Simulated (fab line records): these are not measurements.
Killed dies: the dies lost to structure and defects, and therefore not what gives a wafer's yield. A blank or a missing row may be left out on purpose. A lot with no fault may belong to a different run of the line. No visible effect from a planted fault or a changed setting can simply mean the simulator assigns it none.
Matching of chambers | flow berkeley_cmos170 | UCB170_V2_CMP_02 on cmp-02 has 4 sister chambers
The step polishes SiO2. 4 wafers are shown with their chamber, then 7 later ones without.

## WAFERS WITH THEIR CHAMBER
wafer  | chamber | motor_current_A (A)
L111.3 | 1       | 15.2
L111.5 | 2       | 18.8
L115.2 | 3       | 19.3
L115.3 | 0       | 14.8

## WAFERS WITH NO CHAMBER GIVEN
wafer  | motor_current_A (A)
L115.6 | 14.9
L114.1 | 14.0
L114.3 | 16.2
L114.5 | 18.4
L112.1 | 19.2
L112.3 | 15.5
L112.4 | 19.0

## THE CHAMBER EACH PASSED THROUGH
wafer  | from the rows above     | in truth
L115.6 | can't be placed: 0 or 1 | 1
L114.1 | can't be placed: 0 or 1 | 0
L114.3 | can't be placed: 1 or 0 | 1
L114.5 | can't be placed: 2 or 3 | 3
L112.1 | can't be placed: 3 or 2 | 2
L112.3 | can't be placed: 1 or 0 | 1
L112.4 | can't be placed: 2 or 3 | 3
Correctly placed: 0 of 7. Can't be placed from these rows: 7 (the true chamber is among the candidates in 7). Wrongly placed: 0.
How it was worked out, from the rows above alone: a wafer's distance from a chamber is the root of the sum, over the readings, of the square of ((its reading less the chamber's mean) divided by the reading's scatter). The wafer belongs to the nearest chamber; if the next one is less than 2 further off, it can't be placed. The mean given for a chamber averages the wafers shown for that chamber. The scatter: with one shown wafer a chamber, the root of the mean of the squares of how far each hidden wafer lies from its nearest shown one.
